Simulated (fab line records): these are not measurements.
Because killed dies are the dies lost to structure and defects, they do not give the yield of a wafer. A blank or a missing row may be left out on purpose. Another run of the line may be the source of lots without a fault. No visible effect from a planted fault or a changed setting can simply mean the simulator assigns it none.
Which tool was responsible? + flow berkeley cmos170 + 21 wafers from 7 lots sampled at 2 of the route's 331 steps

WHAT THE GAUGES SHOWED, per wafer
UCB170_PVT_TW_MEAS_09.
| lot  | measured     | on            | PVT_TW            |
|------|--------------|---------------|-------------------|
| L757 | day 6 16:08  | film metro-03 | 504.1 503.1 501.8 |
| L760 | day 7 22:53  | film metro-01 | 505.7 503.2 504.7 |
| L763 | day 8 14:25  | film metro-03 | 502.9 504.2 501.6 |
| L769 | day 10 00:41 | film metro-01 | 502.8 502.3 503.7 |
| L770 | day 10 10:59 | film metro-01 | 30.8 30.5 30.6    |
| L772 | day 10 21:15 | film metro-03 | 503.1 507.6 504.1 |
| L778 | day 11 22:45 | film metro-01 | 507.3 506.5 505.3 |

WHAT TOOL EACH LOT RAN ON (gives the tool, then ch and the chambers of the sampled wafers, and finally the start)
| lot  | UCB170_PVT_DEVELOP_05             |
|------|-----------------------------------|
| L757 | litho track-01 ch 0, day 6 15:00  |
| L760 | litho track-03 ch 0, day 7 22:00  |
| L763 | litho track-01 ch 0, day 8 14:00  |
| L769 | litho track-01 ch 0, day 10 00:00 |
| L770 | litho track-03 ch 0, day 10 10:00 |
| L772 | litho track-02 ch 0, day 10 20:00 |
| L778 | litho track-02 ch 0, day 11 22:00 |
- UCB170_PVT_DEVELOP_05: develop time 45 s.

THE ANSWER, worked out from the rows above alone
Rule: the usual values come from the lots themselves. The widest of any qualifying gaps counts: lots, ordered by their means at a reading, are off when they make up no more than a third of the lots, leave a main group of 4 or more, and stand apart from it by 3 or more times the standard deviation of that group's means. Not used: any main group whose means are identical at the precision the tables above print for the reading. Also off: a lot with no number at a reading for which 4 or more lots have one. Any other lot the step has rows for is counted as sound.
Off: L770, at UCB170_PVT_TW_MEAS_09 (PVT_TW). The main group: mean 504.1, standard deviation 1.3.
If a tool, at a process step before that reading, ran all the lots that are off and no sound lot after the first of them, it fits. Those tools and the gauges at UCB170_PVT_TW_MEAS_09 are tried in the same way. One candidate fits, namely litho track-03 at UCB170_PVT_DEVELOP_05. Its last sound lot is L760 (day 7 22:00), its first lot that is off L770 (day 10 10:00): a fault that began between those two fits.

WHAT THE SIMULATOR HAD INSERTED
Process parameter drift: litho track-03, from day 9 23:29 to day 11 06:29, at UCB170_PVT_DEVELOP_05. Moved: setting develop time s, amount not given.
Struck lots among those shown: L770. This agrees with what the rule above found.
